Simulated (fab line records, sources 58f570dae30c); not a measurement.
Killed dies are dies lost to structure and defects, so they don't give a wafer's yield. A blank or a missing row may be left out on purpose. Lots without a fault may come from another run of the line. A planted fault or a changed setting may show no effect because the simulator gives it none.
fab line records | flow berkeley_cmos170
record lots=14 wafers=42 last_day=14
route steps=331 shown WELLDRIVE@56 PSD@206 M2@290 V2@294
lots that met no fault: from a run of the same line without faults
start_h: hours from the record's first day to the start of the lot's first wafer shown | wait_h: hours since the lot's step before | " the same as in the row above | L1.1+2: a row that stands for several wafers | - no value, or no start given | * or withheld: withheld | < > ~ a bound
route shown NAME@n: a module of which the file shows steps, and the number in the route of the first | usual: mean/standard deviation of fault-free wafers | same: alike in all rows | chamber/n: place in a boat | sites: the reading at each site | _std_site: their standard deviation | _edge_site: outer sites' mean less inner sites' | radius_mm: how far each site lies from the wafer's centre | mask NAME#n: copy n | behind: the tool/chamber that last shaped the wafer | hold: why the lot was held/for how many hours/how that ended | device: the transistor (n, p or np) that didn't switch | end of line: the same wafers' tests at the end of the route | a step without rows: its recipe alone | killed: dies lost to structure and defects at the first sort, not the wafer's yield | map: a wafer's dies, x killed, . not, _ none there
set.NAME: the setting as run; set.NAME@STEP: as run at that earlier step | model.NAME: the simulator's own value behind a step, which no gauge read
steps of the route over a sample of lots; a table a step, a row a wafer
services: from which hour (start_h, from the record's first day; less than 0 if before it) a tool's chamber was out of use, for how many hours, and why
## steps
# step UCB170_WELLDRIVE_OXIDATION_01
# recipe temp_c=1100 ambient=O2 target_thk_a=1990 ox_time_s=9000
# usual zone_power_load_pct=42/5.4
# columns lot.wafer tool chamber start_h wait_h zone_power_load_pct
L657.1 furnace-04 0 68.73 3.9 49
L657.5 " 0 " " 49
L657.6 " 0 " " 49
L658.3 furnace-02 0 75.45 4.8 37
L658.4 " 0 " " 37
L658.6 " 0 " " 36
L659.1 furnace-02 0 81.87 4.1 37
L659.5 " 0 " " 37
L659.6 " 0 " " 37
L662.4 furnace-01 0 90.36 3.6 40
L662.5 " 0 " " 40
L662.6 " 0 " " 40
L663.1 furnace-01 0 90.36 3.5 40
L663.2 " 0 " " 40
L663.3 " 0 " " 40
L664.3 furnace-04 0 104.88 3.7 49
L664.4 " 0 " " 49
L664.6 " 0 " " 49
L666.1 furnace-02 0 112.52 3.2 36
L666.3 " 0 " " 37
L666.5 " 0 " " 36
L667.2 furnace-01 0 120.93 7.4 40
L667.3 " 0 " " 39
L667.5 " 0 " " 40
L668.2 furnace-01 0 120.93 8.1 40
L668.4 " 0 " " 39
L668.5 " 0 " " 40
L670.2 furnace-04 0 134.14 8.8 49
L670.3 " 0 " " 48
L670.6 " 0 " " 50
L675.1 furnace-04 0 167.48 4.1 49
L675.4 " 0 " " 50
L675.5 " 0 " " 49
L676.2 furnace-02 0 176.21 2.8 37
L676.4 " 0 " " 37
L676.5 " 0 " " 37
L678.1 furnace-04 0 185.20 4.6 49
L678.3 " 0 " " 49
L678.5 " 0 " " 48
L679.1 furnace-04 0 185.20 4.8 48
L679.3 " 0 " " 49
L679.4 " 0 " " 49
# step UCB170_WELLDRIVE_THK_MEAS_02
# recipe reads=SiO2_of_WELLDRIVE_OXIDATION_01
# usual WELLDRIVE_OXIDE_THK=201/4.2
# columns lot.wafer tool chamber start_h wait_h WELLDRIVE_OXIDE_THK[nm]
L657.1 film_metro-03 - 72.23 0.0 203
L657.5 " - " " 205
L657.6 " - " " 199
L658.3 film_metro-03 - 78.97 0.0 195
L658.4 " - " " 197
L658.6 " - " " 197
L659.1 film_metro-02 - 85.37 0.0 194
L659.5 " - " " 189
L659.6 " - " " 193
L663.1 film_metro-01 - 93.90 0.0 201
L663.2 " - " " 204
L663.3 " - " " 202
L662.4 film_metro-03 - 93.92 0.1 205
L662.5 " - " " 203
L662.6 " - " " 207
L664.3 film_metro-01 - 108.40 0.0 205
L664.4 " - " " 206
L664.6 " - " " 202
L666.1 film_metro-02 - 116.02 0.0 193
L666.3 " - " " 194
L666.5 " - " " 191
L667.2 film_metro-03 - 124.44 0.0 123
L667.3 " - " " 130
L667.5 " - " " 126
L668.2 film_metro-02 - 124.44 0.0 120
L668.4 " - " " 116
L668.5 " - " " 116
L670.2 film_metro-03 - 137.65 0.0 206
L670.3 " - " " 206
L670.6 " - " " 203
L675.1 film_metro-01 - 170.98 0.0 200
L675.4 " - " " 203
L675.5 " - " " 201
L676.2 film_metro-03 - 179.72 0.0 199
L676.4 " - " " 198
L676.5 " - " " 202
L678.1 film_metro-02 - 188.70 0.0 202
L678.3 " - " " 202
L678.5 " - " " 202
L679.1 film_metro-01 - 188.70 0.0 207
L679.3 " - " " 205
L679.4 " - " " 206
# step UCB170_SDANNEAL_RS_MEAS_02
# recipe thk_meas_gauge=four-point-probe
# usual PSD_RS=75.56/0.24
# columns lot.wafer tool chamber start_h wait_h PSD_RS[ohm/sq]
L657.1 film_metro-03 - 175.52 0.1 75.77
L657.5 " - " " 75.89
L657.6 " - " " 76.10
L658.3 film_metro-02 - 184.86 0.1 75.60
L658.4 " - " " 75.51
L658.6 " - " " 75.61
L659.1 film_metro-03 - 185.26 0.1 76.01
L659.5 " - " " 75.67
L659.6 " - " " 75.85
L663.1 film_metro-03 - 202.46 0.0 75.26
L663.2 " - " " 75.33
L663.3 " - " " 75.32
L662.4 film_metro-02 - 202.98 0.1 75.54
L662.5 " - " " 75.68
L662.6 " - " " 75.32
L664.3 film_metro-03 - 212.43 0.1 75.20
L664.4 " - " " 75.32
L664.6 " - " " 75.37
L667.2 film_metro-02 - 225.67 0.1 75.32
L667.3 " - " " 75.90
L667.5 " - " " 75.97
L668.2 film_metro-04 - 226.14 0.1 75.68
L668.4 " - " " 75.79
L668.5 " - " " 75.72
L666.1 film_metro-02 - 226.49 0.0 75.66
L666.3 " - " " 75.85
L666.5 " - " " 75.59
L670.2 film_metro-04 - 237.39 0.1 75.09
L670.3 " - " " 75.11
L670.6 " - " " 75.44
L675.1 film_metro-04 - 266.84 0.1 75.59
L675.4 " - " " 75.54
L675.5 " - " " 75.31
L676.2 film_metro-03 - 277.15 0.1 75.33
L676.4 " - " " 75.82
L676.5 " - " " 75.41
L678.1 film_metro-03 - 296.39 0.0 75.41
L678.3 " - " " 75.63
L678.5 " - " " 75.86
L679.1 film_metro-02 - 296.39 0.0 75.78
L679.3 " - " " 75.48
L679.4 " - " " 75.70
# step UCB170_M2_STRIP_19
# recipe chemistry=O2 power_w=400 pressure_mtorr=3500 platen_temp_c=withheld o2_flow_sccm=400 overash_fraction=0.5
# usual drypump_motor_current_A=5.5/0.35 o2_flow_sccm=399.9/1.2 oes_product_au=0.538/0.017
# columns lot.wafer tool chamber start_h wait_h drypump_motor_current_A o2_flow_sccm oes_product_au rf_hours_counter_h
L657.1 plasma_asher-03 0 191.50 0.1 5.8 397.9 0.560 47
L657.5 " 1 " " 5.3 397.8 0.570 -
L657.6 " 0 " " 5.8 398.0 0.519 -
L659.1 plasma_asher-04 1 203.98 0.1 5.7 399.3 0.515 41
L659.5 " 0 " " 5.4 400.2 0.526 -
L659.6 " 1 " " 5.7 400.0 0.547 -
L658.3 plasma_asher-03 0 204.08 0.2 5.7 399.0 0.568 -
L658.4 " 1 " " 5.3 397.7 0.563 -
L658.6 " 1 " " 5.3 398.8 0.567 -
L663.1 plasma_asher-01 0 217.76 0.1 5.0 400.5 0.563 9
L663.2 " 1 " " 5.8 400.5 0.520 9
L663.3 " 0 " " 5.0 400.1 0.522 -
L662.4 plasma_asher-01 0 219.25 0.1 5.0 399.0 0.531 -
L662.5 " 0 " " 5.0 399.7 0.534 -
L662.6 " 1 " " 5.8 400.8 0.530 -
L664.3 plasma_asher-04 0 228.98 0.1 5.4 399.3 0.536 -
L664.4 " 1 " " 5.7 399.7 0.541 -
L664.6 " 0 " " 5.4 398.4 0.548 -
L667.2 plasma_asher-03 1 241.79 0.1 5.3 401.4 0.544 53
L667.3 " 0 " " 5.8 399.1 0.547 -
L667.5 " 1 " " 5.3 399.6 0.548 -
L668.2 plasma_asher-01 1 242.07 0.1 5.8 401.6 0.519 12
L668.4 " 0 " " 5.0 400.1 0.563 -
L668.5 " 1 " " 5.8 400.8 0.524 -
L666.1 plasma_asher-03 1 242.31 0.1 5.3 400.1 0.535 53
L666.3 " 0 " " 5.7 400.3 0.526 -
L666.5 " 0 " " 5.7 401.7 0.530 -
L670.2 plasma_asher-01 1 253.34 0.1 5.8 398.8 0.543 13
L670.3 " 1 " " 5.8 399.9 0.543 -
L670.6 " 1 " " 5.8 399.6 0.520 -
L675.1 plasma_asher-01 1 283.77 0.1 5.8 400.6 0.526 17
L675.4 " 1 " " 5.8 400.8 0.522 -
L675.5 " 0 " " 5.0 399.4 0.536 -
L676.2 plasma_asher-01 1 298.05 0.1 5.9 400.0 0.550 18
L676.4 " 1 " " 5.8 401.1 0.528 -
L676.5 " 1 " " 5.8 400.6 0.534 -
L678.1 plasma_asher-04 1 311.53 0.1 5.7 400.7 0.544 53
L678.3 " 1 " " 5.7 399.9 0.548 -
L678.5 " 1 " " 5.7 398.1 0.518 -
L679.1 plasma_asher-01 1 315.70 0.1 5.8 400.9 0.524 20
L679.3 " 1 " " 5.8 402.4 0.546 -
L679.4 " 0 " " 5.0 401.8 0.522 -
# step UCB170_V2_CMP_02
# recipe material=SiO2 down_force_psi=6 platen_rpm=60 pad_velocity_m_s=0.75398
# usual motor_current_A=15.8/1.4
# columns lot.wafer tool chamber start_h wait_h motor_current_A
L657.1 cmp-02 2 192.06 0.1 13.3
L657.5 " 1 " " 14.8
L657.6 " 2 " " 14.2
L658.3 cmp-01 2 204.53 0.1 18.5
L658.4 " 0 " " 14.1
L658.6 " 1 " " 14.7
L659.1 cmp-02 1 204.56 0.2 14.9
L659.6 " 2 " " 14.1
L659.5 " 3 " " 17.1
L663.2 cmp-01 1 218.20 0.0 14.9
L663.3 " 3 " " 18.6
L663.1 " 0 " " 14.8
L662.4 cmp-02 2 219.70 0.1 13.5
L662.6 " 1 " " 15.5
L662.5 " 2 " " 13.5
L664.4 cmp-01 0 229.44 0.1 14.6
L664.3 " 1 " " 14.2
L664.6 " 0 " " 14.2
L667.2 cmp-02 1 242.22 0.0 16.0
L667.3 " 0 " " 15.8
L667.5 " 1 " " 15.5
L668.2 cmp-01 3 242.50 0.0 17.3
L668.4 " 2 " " 16.8
L668.5 " 0 " " 14.3
L666.3 cmp-02 2 242.87 0.1 13.6
L666.1 " 0 " " 16.4
L666.5 " 2 " " 14.1
L670.2 cmp-02 0 253.78 0.0 15.6
L670.3 " 2 " " 14.7
L670.6 " 1 " " 15.1
L675.1 cmp-02 2 284.20 0.1 13.9
L675.4 " 0 " " 15.0
L675.5 " 3 " " 16.2
L676.2 cmp-02 1 298.49 0.0 15.0
L676.4 " 3 " " 17.0
L676.5 " 1 " " 15.9
L678.3 cmp-02 3 312.01 0.1 16.8
L678.1 " 1 " " 15.9
L678.5 " 2 " " 14.1
L679.1 cmp-01 3 316.14 0.1 18.2
L679.4 " 0 " " 14.7
L679.3 " 1 " " 14.9
## services
# columns tool chamber start_h hours kind
cmp-02 - 50.52 0.8 repair
furnace-01 - 65.62 2.8 pm
cmp-01 - 66.47 4.0 pm
cmp-01 - 67.56 0.4 repair
cmp-02 - 70.48 0.4 repair
cmp-02 - 84.79 0.6 repair
plasma_asher-01 - 108.75 9.0 pm
plasma_asher-01 - 115.96 5.0 repair
furnace-04 - 125.00 3.5 pm
plasma_asher-03 - 148.33 2.8 pm
cmp-02 - 149.51 6.9 pm
cmp-01 - 163.88 4.0 repair
cmp-01 - 196.15 2.4 repair
furnace-01 - 200.41 3.5 pm
furnace-02 - 201.39 3.2 pm
cmp-02 - 232.00 4.0 pm
cmp-01 - 240.98 1.5 repair
cmp-02 - 251.47 0.9 repair
cmp-02 - 265.16 8.0 pm
cmp-02 - 273.38 2.3 repair
cmp-02 - 277.70 4.0 repair
furnace-02 - 291.26 4.2 repair
furnace-04 - 294.38 3.4 pm
furnace-01 - 300.31 2.3 pm
## key
first_sign step=UCB170_WELLDRIVE_THK_MEAS_02 reading=WELLDRIVE_OXIDE_THK direction=down sigmas=19 usual=201 struck=122
effect none on later readings
met_at UCB170_WELLDRIVE_OXIDATION_01
struck_lots L667,L668
sort_left_out L668.2,L668.4,L668.5
tester_left_out L667,L668
not_acting_at UCB170_SDANNEAL_RS_MEAS_02,UCB170_M2_STRIP_19,UCB170_V2_CMP_02
onset_between 90.36 120.93
fault kind=process_parameter_drift tool=furnace-01 chamber=- onset_h=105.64 steps=UCB170_WELLDRIVE_OXIDATION_01 channel=ox_time_s offset=* shape=step end_h=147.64 acts_in=* stated=*
# tester_left_out: of these lots the tester's yield and bins aren't shown, on N5 and GAA mostly nor the transistor test; their killed dies are dies lost to structure and defects alone, not to doping, threshold or leakage, so they don't give the yield
# sort_left_out: the simulated sort isn't trusted on such a fault, so these wafers' sort isn't shown, and their yield isn't known
